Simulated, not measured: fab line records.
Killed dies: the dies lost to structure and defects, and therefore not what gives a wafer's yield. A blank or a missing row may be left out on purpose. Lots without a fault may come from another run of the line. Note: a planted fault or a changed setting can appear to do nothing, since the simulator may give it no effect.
Comparing a struck lot with a sound one :: flow rit_cmos :: 20 steps out of a route of 202
Sound: the wafers L996.3, L996.4, L996.6. Struck: wafers L110.1, L110.4, L110.5. The cause is named last.
At each step with rows: each side's tool, then ch and its chambers, then its first start. Under that, the readings that differ: sound wafers :: struck wafers :: difference of the means :: sigmas: that difference in standard deviations of wafers without a fault.
alike: a reading whose means differ by less than 2 such deviations, as well as words and numbers matching on both sides. not compared: withheld readings; readings where some wafer has no value; bounds like >300 that might hide an equal value; numbers whose values overlap and for which the record gives no deviation.
Wherever a step has rows on one side only, a row that says differs or no value, or a row with sigmas, the two part there. Non-overlapping numbers with no deviation appear without sigmas and do not part them. A reading missing from all wafers of one side parts the sides only when that side holds two or more wafers.

RIT_PLDD_TW_MEAS_10:
  sound on film_metro-01, day 4 02:31; struck on film_metro-01, day 6 20:21
  alike: PLDD_TW
then, 4 steps without rows for these wafers: RIT_SPACER_CLEAN_00 (cleans in SC1, time 600 s); RIT_SPACER_CLEAN_01 (cleans in dHF, time 30 s); RIT_SPACER_CLEAN_02 (cleans in SC2, time 600 s); RIT_SPACER_CVD_03 (deposits Si3N4 from SiH2Cl2/NH3, target thk 250 nm, time 3300 s).
RIT_SPACER_THK_MEAS_04:
  sound on film_metro-04, day 4 04:52; struck on film_metro-04, day 6 22:42
  alike: SPACER_NITRIDE_THK
RIT_SPACER_ETCHBACK_05: etches Si3N4 in SF6/CHF3, stops on SiO2, target depth 250 nm, time 240 s.
  sound on rie_diel-01 ch 1,3, day 4 04:54; struck on rie_diel-04 ch 0,1,3, day 6 22:46
  alike: drypump_motor_current_A, oes_product_au, throttle_valve_pct
  not compared: rf_hours_counter_h
then, 5 steps without rows for these wafers: RIT_NSD_HMDS_00 (prime time 60 s); RIT_NSD_COAT_01 (resist thk 1000 nm); RIT_NSD_SOFTBAKE_02 (time 60 s); RIT_NSD_EXPOSE_03 (exposes mask M9, target cd 40700 nm); RIT_NSD_PEB_04.
RIT_NSD_DEVELOP_05: develop time 50 s.
  sound on litho_track-01 ch 0, day 4 05:00; struck on litho_track-01 ch 0, day 6 23:00
RIT_NSD_OVL_MEAS_06:
  sound on overlay-01, day 4 06:02; struck on overlay-01, day 6 23:53
  alike: NSD_OVL
then, 2 steps without rows for these wafers: RIT_NSD_HARDBAKE_07 (time 60 s); RIT_NSD_IMPLANT_08.
RIT_NSD_STRIP_09: strips in O2, time 180 s.
  sound on plasma_asher-03 ch 0,1, day 4 06:25; struck on plasma_asher-03 ch 0,1, day 7 00:14
  alike: drypump_motor_current_A
  not compared: rf_hours_counter_h
RIT_NSD_TW_MEAS_10:
  sound on film_metro-03, day 4 06:33; struck on film_metro-03, day 7 00:24
reading: NSD_TW
sound: 3101 3130 3091
struck: 30 30 30
difference: -3077
sigmas: -99 or more
then, 1 step without rows for these wafers: RIT_PSD_HMDS_00 (prime time 60 s).
RIT_M1_PROBE_99:
  sound on prober-01, day 4 16:14; struck on prober-01, day 7 10:06
reading: killed_at_front_end
sound: 4 10 7
struck: 264 264 264
difference: +257
sigmas: +86

reading: killed_dies
sound: 4 10 7
struck: 264 264 264
difference: +257
sigmas: +86

reading: killed_on_rim
sound: 1 1 0
struck: 70 70 70
difference: +69
sigmas: +50
  alike: killed_at_contacts, killed_open, killed_short

== WHERE THEY PART ==
Earliest at RIT_NSD_TW_MEAS_10; latest, in this record, at RIT_M1_PROBE_99.

WHY: the cause the simulator had injected
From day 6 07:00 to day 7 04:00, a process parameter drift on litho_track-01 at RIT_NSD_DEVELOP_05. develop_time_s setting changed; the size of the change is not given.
